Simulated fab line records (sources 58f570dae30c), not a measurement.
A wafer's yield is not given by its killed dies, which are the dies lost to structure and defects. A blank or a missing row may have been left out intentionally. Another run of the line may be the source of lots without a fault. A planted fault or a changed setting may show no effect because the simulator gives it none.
fab line records -- flow berkeleyCmos170
[record] lots = 6, wafers = 18, lastDay = 12
route steps=331 shown WELLDRIVE@56 ACTIVE@60
lots that met no fault: from a run of the same line without faults
startH: start of the lot's first displayed wafer, in hours after the record's first day -- waitH: how many hours have passed since the lot's step before this one -- " as in the row above -- L1.1+2: one row covering several wafers at once -- - no value present, or no start provided -- * or withheld: withheld -- < > ~ a bound
route shown NAME@n: names a module that has steps shown in the file, with the first one's number in the route -- usual: the fault-free wafers' mean and standard deviation -- same: alike in all rows -- chamber/n: place in a boat -- sites: each site's reading -- _std_site: standard deviation of those values -- _edge_site: the outer-site mean with the inner-site mean subtracted -- radiusMm: for every site, how far away it sits from the centre of the wafer -- mask NAME#n: copy n -- behind: the last tool/chamber to shape the wafer -- hold: the reason the lot was held/the length of the hold in hours/how it ended -- device: names the non-switching transistor (n, p or np) -- end of line: at the end of the route, the tests of the same wafers -- a step without rows: its recipe alone -- killed: at the first sort, the dies lost to defects and structure; wafer yield is something else -- map: shows each die of a wafer: x if killed, . if not, _ if none is there
set.NAME: setting as actually run; set.NAME@STEP: the setting as run at that earlier step -- model.NAME: the simulator's own value behind a step, which no gauge read
certain route steps with their lots: each step a table, each wafer a row
services: when a tool's chamber went out of use (startH, in hours from the record's first day, below 0 if earlier), for how many hours, and the reason
[[steps]]
[step UCB170_WELLDRIVE_OXIDATION_01]
[recipe] tempC = 1100, ambient = O2, targetThkA = 1990, oxTimeS = 9000
[step UCB170_WELLDRIVE_THK_MEAS_02]
[recipe] reads = SiO2_of_WELLDRIVE_OXIDATION_01
[usual] WELLDRIVE_OXIDE_THK = 198/4.1
lot.wafer,tool,chamber,startH,waitH,WELLDRIVE_OXIDE_THK[nm]
L536.2,filmMetro-04,-,83.53,0.0,198
L536.5,filmMetro-04,-,83.53,0.0,197
L536.6,filmMetro-04,-,83.53,0.0,198
L537.4,filmMetro-02,-,83.55,0.0,198
L537.5,filmMetro-02,-,83.55,0.0,199
L537.6,filmMetro-02,-,83.55,0.0,197
L547.3,filmMetro-04,-,140.01,0.0,199
L547.4,filmMetro-04,-,140.01,0.0,200
L547.5,filmMetro-04,-,140.01,0.0,197
L550.1,filmMetro-04,-,148.72,0.0,202
L550.2,filmMetro-04,-,148.72,0.0,204
L550.4,filmMetro-04,-,148.72,0.0,204
L551.2,filmMetro-04,-,158.49,0.0,197
L551.3,filmMetro-04,-,158.49,0.0,197
L551.6,filmMetro-04,-,158.49,0.0,197
L555.1,filmMetro-01,-,173.16,0.1,200
L555.2,filmMetro-01,-,173.16,0.1,196
L555.5,filmMetro-01,-,173.16,0.1,199
[step UCB170_WELLDRIVE_ANNEAL_03]
[recipe] tempC = 1100, timeS = 900, ambient = N2
[step UCB170_WELLDRIVE_WET_ETCH_04]
[recipe] chemistry = BOE, dilution = 5:1, target = SiO2, tempC = 25, timeS = 120
[step UCB170_ACTIVE_CLEAN_00]
[recipe] chemistry = SPM, tempC = 120, timeS = 600
[step UCB170_ACTIVE_CLEAN_01]
[recipe] chemistry = dHF, dilution = 25:1, timeS = 60
[step UCB170_ACTIVE_OXIDATION_02]
[recipe] tempC = 1000, ambient = O2, targetThkA = 264, oxTimeS = 1260
[step UCB170_ACTIVE_THK_MEAS_03]
[recipe] reads = SiO2_of_ACTIVE_OXIDATION_02
[usual] ACTIVE_OXIDE_THK = 26.3/0.53
lot.wafer,tool,chamber,startH,waitH,ACTIVE_OXIDE_THK[nm]
L536.2,filmMetro-03,-,99.09,0.0,26.8
L536.5,filmMetro-03,-,99.09,0.0,26.3
L536.6,filmMetro-03,-,99.09,0.0,26.7
L537.4,filmMetro-04,-,99.11,0.0,27.5
L537.5,filmMetro-04,-,99.11,0.0,27.5
L537.6,filmMetro-04,-,99.11,0.0,27.5
L547.3,filmMetro-02,-,155.42,0.0,27.1
L547.4,filmMetro-02,-,155.42,0.0,26.9
L547.5,filmMetro-02,-,155.42,0.0,27.0
L550.1,filmMetro-02,-,159.83,0.0,26.5
L550.2,filmMetro-02,-,159.83,0.0,26.5
L550.4,filmMetro-02,-,159.83,0.0,26.2
L551.2,filmMetro-04,-,173.56,0.0,25.8
L551.3,filmMetro-04,-,173.56,0.0,26.2
L551.6,filmMetro-04,-,173.56,0.0,26.3
L555.1,filmMetro-03,-,186.39,0.0,25.7
L555.2,filmMetro-03,-,186.39,0.0,25.8
L555.5,filmMetro-03,-,186.39,0.0,25.7
[step UCB170_ACTIVE_ANNEAL_04]
[recipe] tempC = 1000, timeS = 900, ambient = N2
[step UCB170_ACTIVE_CVD_05]
[recipe] material = Si3N4, targetThkNm = 220, tempC = 800, precursor = SiH2Cl2/NH3, timeS = 3300, pressureMtorr = 200, sih2cl2FlowSccm = 25, nh3FlowSccm = 75
[step UCB170_ACTIVE_THK_MEAS_06]
[recipe] reads = Si3N4_of_ACTIVE_CVD_05
[usual] ACTIVE_NITRIDE_THK = 219.5/2
lot.wafer,tool,chamber,startH,waitH,ACTIVE_NITRIDE_THK[nm]
L536.2,filmMetro-03,-,105.27,0.0,219.8
L536.5,filmMetro-03,-,105.27,0.0,217.0
L536.6,filmMetro-03,-,105.27,0.0,220.9
L537.4,filmMetro-02,-,105.29,0.0,221.4
L537.5,filmMetro-02,-,105.29,0.0,221.0
L537.6,filmMetro-02,-,105.29,0.0,222.0
L547.3,filmMetro-03,-,162.18,0.0,220.1
L547.4,filmMetro-03,-,162.18,0.0,220.0
L547.5,filmMetro-03,-,162.18,0.0,219.8
L550.1,filmMetro-03,-,166.33,0.0,217.0
L550.2,filmMetro-03,-,166.33,0.0,217.3
L550.4,filmMetro-03,-,166.33,0.0,218.3
L551.2,filmMetro-04,-,182.21,0.0,218.2
L551.3,filmMetro-04,-,182.21,0.0,218.3
L551.6,filmMetro-04,-,182.21,0.0,217.1
L555.1,filmMetro-04,-,194.88,0.0,221.4
L555.2,filmMetro-04,-,194.88,0.0,221.8
L555.5,filmMetro-04,-,194.88,0.0,221.5
[step UCB170_ACTIVE_HMDS_07]
[recipe] primeTimeS = 60, primeTempC = 100
[step UCB170_ACTIVE_COAT_08]
[recipe] resist = KrF, spinRpm = 1500, resistThkNm = 900
lot.wafer,tool,chamber,startH,waitH,model.KrF_of_ACTIVE_COAT_08.thkNm
L536.2,lithoTrack-02,0,105.49,0.1,901.5
L536.5,lithoTrack-02,0,105.49,0.1,900.5
L536.6,lithoTrack-02,0,105.49,0.1,899.3
L537.4,lithoTrack-03,0,105.54,0.1,897.9
L537.5,lithoTrack-03,0,105.54,0.1,902
L537.6,lithoTrack-03,0,105.54,0.1,900.2
L547.3,lithoTrack-03,0,162.42,0.1,900.6
L547.4,lithoTrack-03,0,162.42,0.1,899
L547.5,lithoTrack-03,0,162.42,0.1,899.8
L550.1,lithoTrack-02,0,166.54,0.1,953.8
L550.2,lithoTrack-02,0,166.54,0.1,957.3
L550.4,lithoTrack-02,0,166.54,0.1,952.2
L551.2,lithoTrack-02,0,182.44,0.1,948.4
L551.3,lithoTrack-02,0,182.44,0.1,948.1
L551.6,lithoTrack-02,0,182.44,0.1,945.5
L555.1,lithoTrack-03,0,195.46,0.1,901.4
L555.2,lithoTrack-03,0,195.46,0.1,903.9
L555.5,lithoTrack-03,0,195.46,0.1,898.5
[step UCB170_ACTIVE_SOFTBAKE_09]
[recipe] resist = KrF, tempC = 130, timeS = 60
[step UCB170_ACTIVE_EXPOSE_10]
[recipe] maskId = ACTIVE, targetCdNm = 1200, na = 0.5, sigmaOuter = 0.6, sourceShape = conventional, doseMj = 20
[step UCB170_ACTIVE_PEB_11]
[recipe] pebTempC = 130.9, pebTimeS = withheld, resist = KrF
[step UCB170_ACTIVE_DEVELOP_12]
[recipe] developer = TMAH, developTimeS = 45, resist = KrF, devTempC = 21
[step UCB170_ACTIVE_CD_MEAS_13]
[recipe] targetCdNm = 1200
[usual] cdNm = 1200.0/1.3
lot.wafer,tool,chamber,startH,waitH,cdNm
L537.4,cdSem-02,-,106.38,-,1200.5
L537.5,cdSem-02,-,106.38,-,1201.2
L537.6,cdSem-02,-,106.38,-,1201.8
L536.2,cdSem-01,-,106.61,-,1197.9
L536.5,cdSem-01,-,106.61,-,1198.5
L536.6,cdSem-01,-,106.61,-,1197.4
L547.3,cdSem-01,-,163.44,-,1198.5
L547.4,cdSem-01,-,163.44,-,1197.9
L547.5,cdSem-01,-,163.44,-,1198.1
L550.1,cdSem-02,-,168.46,-,1202.0
L550.2,cdSem-02,-,168.46,-,1202.9
L550.4,cdSem-02,-,168.46,-,1201.2
L551.2,cdSem-01,-,183.37,-,1204.5
L551.3,cdSem-01,-,183.37,-,1204.4
L551.6,cdSem-01,-,183.37,-,1206.4
L555.1,cdSem-02,-,197.03,-,1200.5
L555.2,cdSem-02,-,197.03,-,1200.0
L555.5,cdSem-02,-,197.03,-,1199.5
[step UCB170_ACTIVE_OVL_MEAS_14]
[usual] ACTIVE_OVL = 2/6.7
lot.wafer,tool,chamber,startH,waitH,ACTIVE_OVL[nm]
L537.4,overlay-01,-,106.46,0.1,5
L537.5,overlay-01,-,106.46,0.1,2
L537.6,overlay-01,-,106.46,0.1,3
L536.2,overlay-02,-,106.72,0.1,-6
L536.5,overlay-02,-,106.72,0.1,-3
L536.6,overlay-02,-,106.72,0.1,-3
L547.3,overlay-01,-,163.53,0.1,8
L547.4,overlay-01,-,163.53,0.1,2
L547.5,overlay-01,-,163.53,0.1,2
L550.1,overlay-02,-,168.58,0.1,-1
L550.2,overlay-02,-,168.58,0.1,-6
L550.4,overlay-02,-,168.58,0.1,-9
L551.2,overlay-01,-,183.47,0.1,-4
L551.3,overlay-01,-,183.47,0.1,3
L551.6,overlay-01,-,183.47,0.1,0
L555.1,overlay-02,-,197.15,0.1,2
L555.2,overlay-02,-,197.15,0.1,-3
L555.5,overlay-02,-,197.15,0.1,2
[step UCB170_ACTIVE_ETCH_15]
[recipe] chemistry = CH3F/Ar/O2, target = Si3N4, stopOn = SiO2, CH3F_flow_sccm = 20, Ar_flow_sccm = 50, O2_flow_sccm = 7, pressureMtorr = 50, rfW = 450, targetDepthA = 2420, overEtchFrac = 0.1, timeS = 151
[usual] drypumpMotorCurrentA = 5.57/0.28, oesProductAu = 0.943/0.015, throttleValvePct = 8.02/0.1
lot.wafer,tool,chamber,startH,waitH,drypumpMotorCurrentA,oesProductAu,rfHoursCounterH,throttleValvePct,model.KrF_of_ACTIVE_COAT_08.thkNm
L537.4,rieDiel-04,0,106.47,0.0,5.39,0.946,7,7.99,726.9
L537.5,rieDiel-04,3,106.47,0.0,5.23,0.966,-,8.01,717
L537.6,rieDiel-04,0,106.47,0.0,5.39,0.950,-,7.98,727.8
L536.2,rieDiel-04,2,106.75,0.0,5.16,0.967,143,8.11,722.2
L536.5,rieDiel-04,3,106.75,0.0,5.23,0.956,-,8.01,715.4
L536.6,rieDiel-04,2,106.75,0.0,5.17,0.971,-,8.11,719.5
L547.3,rieDiel-01,0,163.55,0.0,5.56,0.943,109,8.37,723.1
L547.4,rieDiel-01,3,163.55,0.0,5.47,0.923,86,7.86,726.8
L547.5,rieDiel-01,2,163.55,0.0,6.04,0.946,-,8.10,726.8
L550.1,rieDiel-01,3,168.62,0.0,5.48,0.923,87,7.84,783
L550.2,rieDiel-01,0,168.62,0.0,5.55,0.949,109,8.37,781.2
L550.4,rieDiel-01,1,168.62,0.0,5.21,0.944,6,7.87,781.1
L551.2,rieDiel-02,3,183.50,0.0,5.92,0.943,136,8.03,770.6
L551.3,rieDiel-02,0,183.50,0.0,5.63,0.931,141,7.99,774
L551.6,rieDiel-02,2,183.50,0.0,5.62,0.956,-,7.99,772
L555.1,rieDiel-04,0,197.19,0.0,5.41,0.947,11,8.00,731.3
L555.2,rieDiel-04,1,197.19,0.0,5.72,0.943,117,8.00,736.4
L555.5,rieDiel-04,3,197.19,0.0,5.23,0.967,-,8.00,718.3
[step UCB170_ACTIVE_STRIP_16]
[recipe] chemistry = O2, powerW = 400, pressureMtorr = 3500, platenTempC = withheld, o2FlowSccm = 400, overashFraction = 0.5
[usual] drypumpMotorCurrentA = 5.8/0.59, oesProductAu = 0.721/0.0046, stripTimeToEndpointS = 18.11/0.11
lot.wafer,tool,chamber,startH,waitH,drypumpMotorCurrentA,oesProductAu,rfHoursCounterH,stripTimeToEndpointS
L537.4,plasmaAsher-02,1,106.61,0.1,6.2,0.714,-,18.14
L537.5,plasmaAsher-02,0,106.61,0.1,6.3,0.717,-,17.90
L537.6,plasmaAsher-02,1,106.61,0.1,6.2,0.718,-,18.17
L536.2,plasmaAsher-02,1,106.85,0.1,6.2,0.725,39,18.02
L536.5,plasmaAsher-02,0,106.85,0.1,6.3,0.730,-,17.86
L536.6,plasmaAsher-02,1,106.85,0.1,6.2,0.722,-,17.98
L547.3,plasmaAsher-03,1,163.69,0.1,5.3,0.721,-,18.05
L547.4,plasmaAsher-03,0,163.69,0.1,5.8,0.719,-,18.14
L547.5,plasmaAsher-03,0,163.69,0.1,5.8,0.715,-,18.13
L550.1,plasmaAsher-02,1,168.72,0.1,6.3,0.717,5,19.49
L550.2,plasmaAsher-02,0,168.72,0.1,6.3,0.720,5,19.43
L550.4,plasmaAsher-02,1,168.72,0.1,6.2,0.722,-,19.45
L551.2,plasmaAsher-04,1,183.60,0.1,4.8,0.732,34,19.20
L551.3,plasmaAsher-04,0,183.60,0.1,6.3,0.718,-,19.29
L551.6,plasmaAsher-04,1,183.60,0.1,4.8,0.726,-,19.23
L555.1,plasmaAsher-04,0,197.29,0.1,6.3,0.726,35,18.25
L555.2,plasmaAsher-04,1,197.29,0.1,4.8,0.729,35,18.37
L555.5,plasmaAsher-04,1,197.29,0.1,4.8,0.717,-,17.94
[step UCB170_ACTIVE_CD_MEAS_90]
[recipe] targetCdNm = 1200
[usual] cdNm = 1199.9/1.2
lot.wafer,tool,chamber,startH,waitH,cdNm
L537.4,cdSem-02,-,106.74,0.1,1200.6
L537.5,cdSem-02,-,106.74,0.1,1200.9
L537.6,cdSem-02,-,106.74,0.1,1201.5
L536.2,cdSem-01,-,106.97,0.1,1197.5
L536.5,cdSem-01,-,106.97,0.1,1198.4
L536.6,cdSem-01,-,106.97,0.1,1197.3
L547.3,cdSem-02,-,163.81,0.1,1198.7
L547.4,cdSem-02,-,163.81,0.1,1198.2
L547.5,cdSem-02,-,163.81,0.1,1198.3
L550.1,cdSem-01,-,168.82,0.1,1202.0
L550.2,cdSem-01,-,168.82,0.1,1202.4
L550.4,cdSem-01,-,168.82,0.1,1201.0
L551.2,cdSem-02,-,183.72,0.1,1204.3
L551.3,cdSem-02,-,183.72,0.1,1203.9
L551.6,cdSem-02,-,183.72,0.1,1205.8
L555.1,cdSem-01,-,197.39,0.1,1200.5
L555.2,cdSem-01,-,197.39,0.1,1199.9
L555.5,cdSem-01,-,197.39,0.1,1199.6
[[services]]
tool,chamber,startH,hours,kind
rieDiel-04,-,87.53,14.6,pm
plasmaAsher-03,-,97.82,3.0,repair
rieDiel-01,-,103.85,15.6,pm
rieDiel-02,1,104.22,5.6,repair
rieDiel-02,-,105.07,2.8,pm
rieDiel-04,1,107.34,7.5,repair
plasmaAsher-02,-,108.75,9.0,pm
plasmaAsher-02,0,108.75,9.0,ventCycle
plasmaAsher-02,1,108.75,9.0,ventCycle
plasmaAsher-02,0,117.75,-,clean
plasmaAsher-02,1,117.75,-,clean
plasmaAsher-03,-,127.12,1.0,repair
rieDiel-01,-,154.24,5.6,repair
rieDiel-04,3,155.68,4.1,repair
rieDiel-04,2,188.48,-,clean
rieDiel-04,2,188.48,15.8,scheduledDown
rieDiel-04,2,188.48,15.8,ventCycle
[[key]]
[firstSign] step = UCB170_ACTIVE_STRIP_16, reading = stripTimeToEndpointS, direction = up, sigmas = 12, usual = *, struck = *
effect none on later readings
[modelEffect] step = UCB170_ACTIVE_COAT_08, value = KrF_of_ACTIVE_COAT_08.thkNm, without = 901, struck = 950.9
[modelEffect] step = UCB170_ACTIVE_ETCH_15, value = KrF_of_ACTIVE_COAT_08.thkNm, without = 727.1, struck = 777
metAt UCB170_ACTIVE_COAT_08
struckWafers L550.1,L550.2,L550.4,L551.2,L551.3,L551.6
testerLeftOut L550,L551
onsetBetween 105.49 166.54
[fault] kind = processParameterDrift, tool = lithoTrack-02, chamber = -, onsetH = 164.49, steps = UCB170_ACTIVE_COAT_08, channel = resistThkNm, offset = *, shape = step, endH = 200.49, actsIn = *, stated = *
// testerLeftOut: of these lots the tester's yield and bins aren't shown, on N5 and GAA mostly nor the transistor test; their killed dies are dies lost to structure and defects alone, not to doping, threshold or leakage, so they don't give the yield
